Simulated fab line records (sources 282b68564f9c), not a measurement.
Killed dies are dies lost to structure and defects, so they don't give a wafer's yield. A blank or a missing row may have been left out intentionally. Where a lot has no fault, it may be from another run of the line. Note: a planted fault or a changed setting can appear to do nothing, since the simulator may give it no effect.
fab line records | flow rit_cmos
record: lots: 12 wafers: 36 last_day: 8
route steps=202 shown SDANNEAL@156 PSD@157 PLDD@159 M1@202
lots untouched by any fault: they come from a run of this same line in which no faults occurred
start_h: start of the lot's first displayed wafer, in hours after the record's first day | wait_h: time in hours since the lot's previous step | " the same as in the row above | L1.1+2: several wafers, shown together as one row | - no value present, or no start provided | * or withheld: withheld | < > ~ a bound
route shown NAME@n: names a module that has steps shown in the file, with the first one's number in the route | usual: mean/standard deviation taken from wafers without a fault | same: alike in all rows | chamber/n: place in a boat | sites: the reading at each site | _std_site: the standard deviation of these | _edge_site: the outer-site mean with the inner-site mean subtracted | radius_mm: for every site, how far away it sits from the centre of the wafer | mask NAME#n: copy n | behind: the tool/chamber that last shaped the wafer | hold: what put the lot on hold/how long, in hours/how the hold closed | device: whichever transistor did not switch (one of n, p or np) | end of line: tests of these same wafers at the route's end | a step given without rows: its recipe and nothing more | killed: the dies lost at the first sort to structure and to defects; this is not the yield of the wafer | map: shows each die of a wafer: x if killed, . if not, _ if none is there
set.NAME: the setting the step ran with; set.NAME@STEP: the setting that earlier step ran with | model.NAME: the simulator's own value behind a step, which no gauge read
one table for each step of the route and one row for each wafer, over a sample of lots
== steps ==
step: RIT_SDANNEAL_RTA_03
recipe: temp_c: 1050 time_s: 5 idle_temp_c: 600 ramp_up_c_per_s: 342 ramp_down_c_per_s: 171 cool_to_c: 600 ambient: N2
usual: ramp_up_c_per_s: 342.00/0.064 wafer_temp_C_max: 1053.5/1.2
columns lot.wafer tool chamber start_h wait_h ramp_up_c_per_s wafer_temp_C_max
L288.1 rtp_anneal-01 0 54.00 0.0 341.98 1053.5
L288.3 " 0 " " 342.02 1052.3
L288.4 " 0 " " 342.01 1054.5
L289.2 rtp_anneal-02 0 58.51 0.0 341.90 1053.7
L289.3 " 0 " " 341.98 1052.9
L289.6 " 0 " " 342.03 1052.7
L290.2 rtp_anneal-01 0 63.85 0.0 342.07 1053.6
L290.3 " 0 " " 341.95 1051.9
L290.6 " 0 " " 342.06 1052.9
L291.1 rtp_anneal-02 0 69.93 0.0 341.91 1054.5
L291.2 " 0 " " 342.02 1052.4
L291.6 " 0 " " 342.04 1054.2
L297.3 rtp_anneal-02 0 101.25 0.0 341.97 1046.0
L297.4 " 0 " " 341.96 1045.5
L297.6 " 0 " " 342.08 1044.9
L298.3 rtp_anneal-01 0 106.56 0.0 342.07 1053.3
L298.5 " 0 " " 341.98 1052.7
L298.6 " 0 " " 341.97 1052.7
L299.2 rtp_anneal-02 0 111.90 0.0 342.08 1046.3
L299.3 " 0 " " 341.99 1045.6
L299.6 " 0 " " 341.92 1045.0
L303.1 rtp_anneal-01 0 132.62 0.0 342.13 1053.3
L303.5 " 0 " " 341.96 1052.9
L303.6 " 0 " " 342.01 1052.7
L305.2 rtp_anneal-01 0 147.79 0.0 341.99 1053.0
L305.4 " 0 " " 342.01 1052.0
L305.5 " 0 " " 341.86 1051.9
L306.1 rtp_anneal-01 0 158.22 0.0 341.89 1053.5
L306.2 " 0 " " 341.95 1052.8
L306.4 " 0 " " 341.98 1052.6
L308.3 rtp_anneal-01 0 165.82 0.0 341.94 1053.2
L308.4 " 0 " " 342.01 1054.1
L308.5 " 0 " " 341.98 1054.3
L311.2 rtp_anneal-01 0 183.37 0.0 341.94 1051.7
L311.4 " 0 " " 342.09 1053.6
L311.6 " 0 " " 341.96 1053.1
step: RIT_SDANNEAL_RS_MEAS_04
recipe: thk_meas_gauge: four-point-probe
usual: PSD_RS: 115.97/0.28
columns lot.wafer tool chamber start_h wait_h PSD_RS[ohm/sq]
L288.1 film_metro-03 - 54.06 0.0 115.88
L288.3 " - " " 115.83
L288.4 " - " " 116.40
L289.2 film_metro-03 - 58.58 0.1 115.48
L289.3 " - " " 115.70
L289.6 " - " " 115.67
L290.2 film_metro-03 - 63.92 0.1 115.98
L290.3 " - " " 116.03
L290.6 " - " " 116.22
L291.1 film_metro-01 - 69.99 0.0 115.62
L291.2 " - " " 116.07
L291.6 " - " " 115.90
L297.3 film_metro-04 - 101.33 0.1 121.42
L297.4 " - " " 121.56
L297.6 " - " " 120.92
L298.3 film_metro-04 - 106.64 0.1 116.00
L298.5 " - " " 115.87
L298.6 " - " " 116.18
L299.2 film_metro-01 - 111.97 0.1 121.49
L299.3 " - " " 121.53
L299.6 " - " " 121.16
L303.1 film_metro-03 - 132.68 0.0 116.00
L303.5 " - " " 116.18
L303.6 " - " " 116.12
L305.2 film_metro-01 - 147.86 0.1 115.73
L305.4 " - " " 115.86
L305.5 " - " " 115.82
L306.1 film_metro-03 - 158.27 0.0 116.13
L306.2 " - " " 115.96
L306.4 " - " " 116.08
L308.3 film_metro-01 - 165.89 0.1 116.08
L308.4 " - " " 116.28
L308.5 " - " " 116.06
L311.2 film_metro-04 - 183.44 0.1 115.86
L311.4 " - " " 116.06
L311.6 " - " " 115.63
step: RIT_SDANNEAL_RS_MEAS_06
recipe: thk_meas_gauge: four-point-probe
usual: PLDD_RS: 178.8/0.46
columns lot.wafer tool chamber start_h wait_h PLDD_RS[ohm/sq]
L288.1 film_metro-03 - 54.30 0.1 178.3
L288.3 " - " " 178.2
L288.4 " - " " 178.6
L289.2 film_metro-03 - 58.82 0.1 178.6
L289.3 " - " " 179.2
L289.6 " - " " 179.4
L290.2 film_metro-03 - 64.16 0.1 179.5
L290.3 " - " " 179.6
L290.6 " - " " 179.8
L291.1 film_metro-01 - 70.23 0.1 178.2
L291.2 " - " " 178.8
L291.6 " - " " 178.5
L297.3 film_metro-04 - 101.57 0.1 183.1
L297.4 " - " " 183.3
L297.6 " - " " 183.1
L298.3 film_metro-04 - 106.88 0.1 177.8
L298.5 " - " " 178.4
L298.6 " - " " 178.7
L299.2 film_metro-01 - 112.21 0.1 184.4
L299.3 " - " " 183.9
L299.6 " - " " 183.8
L303.1 film_metro-03 - 132.92 0.1 178.7
L303.5 " - " " 178.9
L303.6 " - " " 178.9
L305.2 film_metro-01 - 148.10 0.1 179.1
L305.4 " - " " 178.2
L305.5 " - " " 179.0
L306.1 film_metro-03 - 158.51 0.1 179.5
L306.2 " - " " 178.2
L306.4 " - " " 179.1
L308.3 film_metro-01 - 166.13 0.1 179.6
L308.4 " - " " 178.9
L308.5 " - " " 179.0
L311.2 film_metro-04 - 183.68 0.1 178.4
L311.4 " - " " 178.6
L311.6 " - " " 178.8
step: RIT_M1_PROBE_99
usual: killed_at_M0_to_M3: 0.0/0.083 killed_at_contacts: 0.1/0.27 killed_at_front_end: 7/3.1 killed_dies: 7/3.2 killed_open: 3.8/2.1 killed_short: 3.6/2
same: gross_dies: 264 killed_at_M4_up: 0 killed_at_back_side: 0 killed_at_other: 0
columns lot.wafer tool chamber start_h wait_h killed_at_M0_to_M3 killed_at_contacts killed_at_front_end killed_dies killed_open killed_short
L299.2 prober-02 - 119.63 0.1 0 0 7 7 2 5
L299.3 prober-02 - 119.68 0.2 0 0 10 10 8 2
L299.6 prober-02 - 119.83 0.2 0 0 7 7 2 5
killed by level:class
L299.2 GATE:geometric_particle:open=2 FOX1:geometric_particle:short=1 FOX2:geometric_particle:short=1 GATE:geometric_particle:short=1 SPACER:geometric_particle:short=1 SILICIDE:geometric_particle:short=1
L299.3 GATE:geometric_particle:open=6 GATE:geometric_particle:short=1 SPACER:geometric_particle:open=1 SILICIDE:geometric_particle:short=1 SILICIDE:geometric_particle:open=1
L299.6 SPACER:geometric_particle:short=3 GATE:geometric_particle:open=2 GATE:geometric_particle:short=1 SILICIDE:geometric_particle:short=1
== key ==
first_sign: step: RIT_SDANNEAL_RTA_03 reading: wafer_temp_C_max direction: down sigmas: 6.7 usual: * struck: *
effect: step: RIT_SDANNEAL_RS_MEAS_04 reading: PSD_RS direction: up sigmas: 19 usual: 115.97 struck: 121.35
effect: step: RIT_SDANNEAL_RS_MEAS_06 reading: PLDD_RS direction: up sigmas: 11 usual: 178.8 struck: 183.6
met_at RIT_SDANNEAL_RTA_03
struck_lots L297,L299
tester_left_out L297,L299
onset_between 69.93 101.25
fault: kind: process_parameter_drift tool: rtp_anneal-02 chamber: - onset_h: 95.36 steps: RIT_SDANNEAL_RTA_03 channel: temp_c offset: * shape: step end_h: 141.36 acts_in: * stated: *
tester_left_out: of these lots the tester's yield and bins aren't shown, on N5 and GAA mostly nor the transistor test; their killed dies are dies lost to structure and defects alone, not to doping, threshold or leakage, so they don't give the yield
